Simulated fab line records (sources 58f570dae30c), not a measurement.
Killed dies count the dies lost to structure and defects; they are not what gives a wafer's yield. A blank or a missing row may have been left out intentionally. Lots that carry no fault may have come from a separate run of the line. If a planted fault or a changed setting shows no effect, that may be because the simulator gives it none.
Which of the tools did it? ; flow berkeley-cmos170 ; 14 lots, 42 wafers sampled, at 5 steps of a route of 331

## WHAT EACH GAUGE READ, for each wafer
UCB170_CONTACT_CD_MEAS_90: target cd 700 nm. Usual: cd-nm 699.9 nm, standard deviation 1.3.
lot;measured;on;cd-nm (nm);flag
L874;day 8 03:56;cd-sem-02;698.7 698.2 699.6;
L875;day 8 14:06;cd-sem-02;699.9 701.7 701.3;
L876;day 9 01:48;cd-sem-01;699.2 698.3 698.1;
L878;day 9 02:46;cd-sem-01;701.7 700.0 700.7;
L880;day 9 15:55;cd-sem-01;697.7 698.8 699.9;
L881;day 10 00:49;cd-sem-01;700.7 699.6 701.1;
L883;day 10 23:20;cd-sem-02;701.8 701.2 700.9;
L888;day 11 01:40;cd-sem-02;698.0 699.3 698.2;
L885;day 11 08:05;cd-sem-02;698.1 699.2 699.0;
L890;day 12 07:51;cd-sem-01;699.9 700.1 701.7;
L891;day 12 08:11;cd-sem-01;700.9 698.7 697.4;
L889;day 12 08:13;cd-sem-02;701.9 702.6 701.5;
L894;day 12 11:35;cd-sem-02;701.0 698.6 701.7;
L895;day 12 21:05;cd-sem-01;698.5 698.4 699.2;

UCB170_V1_CD_MEAS_12: target cd 700 nm. Usual: cd-nm 700.1 nm, standard deviation 1.6.
lot;measured;on;cd-nm (nm);flag
L874;day 8 10:54;cd-sem-01;700.9 702.0 700.1;
L875;day 8 19:46;cd-sem-01;698.5 698.6 698.9;
L876;day 9 09:04;cd-sem-01;697.6 697.1 698.4;
L878;day 9 09:25;cd-sem-01;699.2 700.0 698.8;
L880;day 9 23:03;cd-sem-02;699.5 700.4 699.2;
L881;day 10 09:23;cd-sem-01;700.1 700.2 699.3;
L883;day 11 07:05;cd-sem-02;699.7 697.7 696.4;
L888;day 11 11:08;cd-sem-01;702.9 703.4 704.3;
L885;day 11 17:22;cd-sem-02;702.1 700.7 699.7;
L890;day 12 13:24;cd-sem-01;698.7 699.8 699.4;
L891;day 12 15:05;cd-sem-02;699.6 701.5 699.1;
L889;day 12 15:17;cd-sem-01;701.9 702.0 702.5;
L894;day 12 22:04;cd-sem-02;701.4 700.1 700.4;
L895;day 13 05:52;cd-sem-01;697.8 698.3 698.5;

UCB170_M2_RS_MEAS_02: the measuring method here is four-point-probe. Usual: M2_AL_RS gives 0.0322 ohm/sq (standard deviation 0.00032).
lot;measured;on;M2_AL_RS (ohm/sq);flag
L874;day 8 11:37;film-metro-01;0.0320 0.0317 0.0317;
L875;day 8 20:28;film-metro-01;0.0320 0.0322 0.0320;
L876;day 9 09:49;film-metro-01;0.0323 0.0322 0.0326;
L878;day 9 10:08;film-metro-02;0.0319 0.0317 0.0319;
L880;day 9 23:45;film-metro-02;0.0476 0.0467 0.0471;OFF
L881;day 10 10:06;film-metro-01;0.0469 0.0462 0.0459;OFF
L883;day 11 07:47;film-metro-02;0.0322 0.0322 0.0322;
L888;day 11 11:50;film-metro-03;0.0326 0.0321 0.0322;
L885;day 11 18:05;film-metro-02;0.0318 0.0319 0.0319;
L890;day 12 14:11;film-metro-02;0.0324 0.0326 0.0323;
L891;day 12 15:47;film-metro-02;0.0323 0.0322 0.0327;
L889;day 12 16:04;film-metro-03;0.0325 0.0327 0.0324;
L894;day 12 22:47;film-metro-03;0.0322 0.0325 0.0321;
L895;day 13 06:35;film-metro-03;0.0320 0.0320 0.0320;

UCB170_M2_THK_MEAS_03: measures by xrf. Usual: M2_AL_THK gives 892 nm (standard deviation 9.4).
lot;measured;on;M2_AL_THK (nm);flag
L874;day 8 11:43;film-metro-01;893 899 900;
L875;day 8 20:34;film-metro-01;892 891 891;
L876;day 9 09:56;film-metro-01;875 883 883;
L878;day 9 10:15;film-metro-02;902 907 899;
L880;day 9 23:52;film-metro-02;689 704 698;OFF
L881;day 10 10:13;film-metro-01;686 699 703;OFF
L883;day 11 07:53;film-metro-02;900 899 900;
L888;day 11 11:57;film-metro-03;880 896 893;
L885;day 11 18:11;film-metro-02;908 910 901;
L890;day 12 14:19;film-metro-02;892 880 890;
L891;day 12 15:52;film-metro-02;892 889 883;
L889;day 12 16:11;film-metro-03;885 884 886;
L894;day 12 22:53;film-metro-03;893 883 893;
L895;day 13 06:42;film-metro-03;904 894 899;

## WHAT TOOL EACH LOT RAN ON (gives the tool, then ch and the chambers of the sampled wafers, and finally the start)
lot;UCB170_M2_SPUTTER_01
L874;pvd-sputter-04, day 8 11:29
L875;pvd-sputter-01, day 8 20:20
L876;pvd-sputter-02, day 9 09:44
L878;pvd-sputter-01, day 9 10:03
L880;pvd-sputter-01, day 9 23:40
L881;pvd-sputter-01, day 10 09:59
L883;pvd-sputter-04, day 11 07:41
L888;pvd-sputter-02, day 11 11:44
L885;pvd-sputter-04, day 11 17:57
L890;pvd-sputter-02, day 12 14:07
L891;pvd-sputter-02, day 12 15:38
L889;pvd-sputter-02, day 12 15:55
L894;pvd-sputter-02, day 12 22:40
L895;pvd-sputter-02, day 13 06:30
- UCB170_M2_SPUTTER_01: material Al, target thk 900 nm, time 120 s.

## WHAT THE TOOLS THEMSELVES READ (means of the sampled wafers that have a number; where no wafer has one, the mark that the record gives instead)
UCB170_M2_SPUTTER_01. Usual: throttle-valve-pct 29.7 %, standard deviation 0.85.
lot;tool;throttle-valve-pct (%);flag
L874;pvd-sputter-04;29.5;
L875;pvd-sputter-01;28.8;
L876;pvd-sputter-02;29.9;
L878;pvd-sputter-01;29.0;
L880;pvd-sputter-01;29.6;
L881;pvd-sputter-01;28.6;
L883;pvd-sputter-04;29.4;
L888;pvd-sputter-02;29.7;
L885;pvd-sputter-04;30.0;
L890;pvd-sputter-02;29.6;
L891;pvd-sputter-02;29.5;
L889;pvd-sputter-02;29.7;
L894;pvd-sputter-02;29.9;
L895;pvd-sputter-02;30.0;

## THE ANSWER, worked out from the rows above alone
Rule: a lot is off if the mean of its wafers that have a number lies more than 3 standard deviations from the usual mean. Also off: a lot with no number at a reading for which 4 or more lots have one. Any other lot the step has rows for is counted as sound. First the gauges in route order, then the tools' own readings, where a lot's mean is used as printed above. The first step at which some lot is off is used, and at that step the reading that is off furthest; a lot without a number counts as furthest.
Off: L880, L881, seen at UCB170_M2_RS_MEAS_02 (M2_AL_RS).
If a tool, at a process step before that reading, ran all the lots that are off and no sound lot after the first of them, it fits. Those tools and the gauges at UCB170_M2_RS_MEAS_02 are tried in the same way. One fits: UCB170_M2_SPUTTER_01 on pvd-sputter-01. Its last sound lot is L878 (day 9 10:03), its first lot that is off L880 (day 9 23:40): a fault that began between those two fits.

## WHAT WAS PUT IN BY THE SIMULATOR
Site profile drift: pvd-sputter-01, from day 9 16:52 on, at UCB170_M2_SPUTTER_01. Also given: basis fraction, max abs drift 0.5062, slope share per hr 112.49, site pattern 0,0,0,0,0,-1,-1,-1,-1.
Struck lots among those shown: L880, L881. The rule above found the same.
